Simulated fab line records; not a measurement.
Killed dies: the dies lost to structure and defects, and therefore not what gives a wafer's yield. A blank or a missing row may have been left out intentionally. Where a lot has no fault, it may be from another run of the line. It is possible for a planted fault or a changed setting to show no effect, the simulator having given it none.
8D (eight disciplines) problem report, filled in by code :: flow ritCmos :: the parts of the form that need people (team, actions taken, sign-off) are left out

## 1. THE PROBLEM
Wafers without a fault read 207.9 s, standard deviation 0.44; runLengthS at RIT_M1_STRIP_14 reads a mean of 192.4 s on 5 wafers belonging to 3 lots. That puts it -35 standard deviations away from the usual mean.
The step: strips in O2, time 180 s.
Seen first at day 6 09:40 on plasmaAsher-04, wafer L705.1. The record holds 45 wafers of 15 lots with a number at this step. The rule behind "out" and "out of limits": a value lying over 4 standard deviations away from the usual mean. Any other wafer with a number is counted as sound.

## 2. WHAT IT IS; WHAT IT IS NOT
question: which readings at this step
is: runLengthS
is not: drypumpMotorCurrentA

question: which lots
is: L705, L710, L711
is not: L690, L692, L693, L694, L695, L697, L698, L700, L701, L702, L709, L713

question: which wafers of those lots
is: L705.1, L705.4, L710.1, L710.4, L711.1
is not: L705.6, L710.2, L711.2, L711.6

question: read on which tools
is: plasmaAsher-04
is not: plasmaAsher-01, plasmaAsher-02

question: when
is: from day 6 09:40
is not: up to then (31 sound wafers); but 9 sound wafers of L709, L710, L711, L713 came after

## 3. SUSPECTS, AND WHAT RULES EACH OUT
Counting: any tool at a process step up to the reading remains a suspect provided it ran every lot that is out. Sound lots after the first of them don't rule it out here, since some wafers of a struck lot are sound.
- plasmaAsher-04 at RIT_M1_STRIP_14 (strips in O2, time 180 s): kept. It ran every lot that is out, first L705 (day 6 09:40); its last sound lot up to then is L697 (day 4 17:03). Its own runLengthS readings are out on those wafers.
- The sound lot-mates ran in chamber 1 of plasmaAsher-04 at RIT_M1_STRIP_14, but the wafers that are out ran in chamber 0.
Remaining after the count: plasmaAsher-04 at RIT_M1_STRIP_14.

## 4. THE CAUSE (what the simulator had put in)
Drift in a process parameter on plasmaAsher-04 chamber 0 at RIT_M1_STRIP_14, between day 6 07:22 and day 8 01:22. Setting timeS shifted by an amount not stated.
Counting left only this tool.

## 5. THE EFFECT CHAIN, in route order
Rows list readings where the struck wafers' mean (over those with a number) sits beyond 3 standard deviations from the usual. Scope: only readings with a usual standard deviation given in the record; hours: median across lots of the time from each lot's start at the first step in this table that gives one to its start at this step; sigmas: change in usual standard deviations.
hours: 0
step: RIT_M1_STRIP_14
reading: runLengthS
usual: 207.9 s
on struck wafers: 192.4
change: -15.5
sigmas: -35
Process steps it contains:
- RIT_M1_STRIP_14: strips in O2, time 180 s.

## 6. HOW IT WOULD HAVE BEEN CAUGHT EARLIER
In this record the first reading out of limits was taken at day 6 09:40, 2 hours after the fault began at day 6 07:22.
